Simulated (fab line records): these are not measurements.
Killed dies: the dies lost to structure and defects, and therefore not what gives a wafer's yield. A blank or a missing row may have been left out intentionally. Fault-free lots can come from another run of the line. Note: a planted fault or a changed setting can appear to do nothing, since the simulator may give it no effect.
Which tool was responsible?    flow berkeleyCmos170    21 wafers sampled from 7 lots at 1 step of a route of 331

== WHAT EACH GAUGE READ, for each wafer ==
UCB170_SDANNEAL_RS_MEAS_03: uses a four-point probe to measure.
lot   measured      on            NSD_RS (ohm/sq)
L182  day 8 19:52   filmMetro-02  37.39 37.24 37.28
L183  day 8 20:25   filmMetro-02  37.25 37.32 37.25
L181  day 8 21:08   filmMetro-04  37.36 37.36 37.40
L186  day 9 09:23   filmMetro-04  37.36 37.26 37.32
L189  day 10 02:55  filmMetro-03  37.22 37.22 37.15
L191  day 10 19:44  filmMetro-02  37.33 37.16 37.22
L199  day 12 01:04  filmMetro-03  37.23 37.29 37.20

== WHAT TOOL EACH LOT RAN ON (gives the tool, then ch and the chambers of the sampled wafers, and finally the start) ==
No process step before these readings appears in the record.

== THE ANSWER, worked out from the rows above alone ==
Rule: usual is defined by the lots themselves. Put in order of their means at a reading, lots are off if they are a third of the lots or fewer, leave a main group of 4 or more, and stand apart from it by a gap of 3 or more times the standard deviation of the main group's means; of several such gaps the widest counts. If all means in a main group match to the digits the tables above print for the reading, that group is not used. Also off: a lot with no number at a reading for which 4 or more lots have one. Any other lot the step has rows for is counted as sound.
None of the lots is off at any reading shown; this tells nothing.

== WHAT WAS PUT IN BY THE SIMULATOR ==
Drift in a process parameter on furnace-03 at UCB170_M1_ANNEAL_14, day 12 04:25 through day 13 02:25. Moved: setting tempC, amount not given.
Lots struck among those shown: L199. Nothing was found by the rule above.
